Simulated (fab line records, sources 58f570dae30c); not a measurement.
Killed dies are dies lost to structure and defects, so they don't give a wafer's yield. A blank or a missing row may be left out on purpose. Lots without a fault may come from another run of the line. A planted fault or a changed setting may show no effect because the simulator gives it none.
Problem report in the 8D (eight disciplines) form, filled by code | flow berkeley_cmos170 | the parts of the form that need people (team, actions taken, sign-off) are left out

1. THE PROBLEM
CONTACT_PSG_THK at UCB170_CONTACT_THK_MEAS_02 reads a mean of 445 nm on 9 wafers of 3 lots; wafers without a fault read 698 nm with a standard deviation of 7.4. That is -34 standard deviations from the usual mean.
First seen on wafer L128.1, day 13 12:31, on film_metro-01. The record holds 45 wafers of 15 lots with a number at this step. Rule for "out", or "out of limits": more than 4 standard deviations from the usual mean. The other wafers with a number count as sound.

2. WHAT IT IS AND WHAT IT IS NOT
question                    | is                           | is not
which readings at this step | CONTACT_PSG_THK              | -
which lots                  | L128, L129, L130             | L109, L111, L112, L113, L114, L117, L118, L119, L120, L121, L122, L131
which wafers of those lots  | all that have a number       | -
read on which gauges        | film_metro-01, film_metro-02 | film_metro-04
when                        | from day 13 12:31            | up to then (33 sound wafers); but 3 sound wafers of L131 came after

3. SUSPECTS, AND WHAT RULES EACH OUT
Counting: a tool at a process step up to the reading stays a suspect if it ran every lot that is out and no sound lot after the first of them.
- the gauge at UCB170_CONTACT_THK_MEAS_02: ruled out. The wafers that are out were read on 2 gauges (film_metro-01, film_metro-02).
- lpcvd-02 at UCB170_CONTACT_CVD_01 (deposits PSG from SiH4/O2/PH3, target thk 700 nm, time 2820 s): kept. It ran every lot that is out, first L128 (day 13 10:44), and no sound lot after that; its last sound lot up to then is L122 (day 11 10:17).
Left after counting: lpcvd-02 at UCB170_CONTACT_CVD_01.

4. THE CAUSE (what the simulator had put in)
Process parameter drift: lpcvd-02, from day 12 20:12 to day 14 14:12, at UCB170_CONTACT_CVD_01. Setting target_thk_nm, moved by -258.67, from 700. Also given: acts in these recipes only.
Counting left only this tool.

5. THE CHAIN OF EFFECTS, in route order
Each row: a reading whose mean over the struck wafers that have a number lies more than 3 standard deviations from the usual. Only readings for which the record gives a usual standard deviation are gone through. hours: the time from each lot's start at the first step in this table that gives one to its start at this step, as a median over the lots. sigmas: the change in usual standard deviations.
hours | step                       | reading         | usual      | on struck wafers | change | sigmas
0     | UCB170_CONTACT_THK_MEAS_02 | CONTACT_PSG_THK | 698 nm     | 445              | -253   | -34
-     | UCB170_CONTACT_ETCH_18     | oes_product_au  | 0.897 a.u. | 0.706            | -0.191 | -13
The process steps in it:
- UCB170_CONTACT_ETCH_18: etches PSG in CHF3/CF4/Ar, stops on TiSi2, target depth 840 nm, time 195 s.

6. WHAT WOULD HAVE CAUGHT IT SOONER
In this record the first reading out of limits at a measuring or inspecting step was taken at day 13 12:31, 16 hours after the fault began at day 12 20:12.
Of the lots that are out (3), L130 began UCB170_CONTACT_CVD_01 on lpcvd-02 after day 13 12:31. A hold on the tool at that time would have spared it.
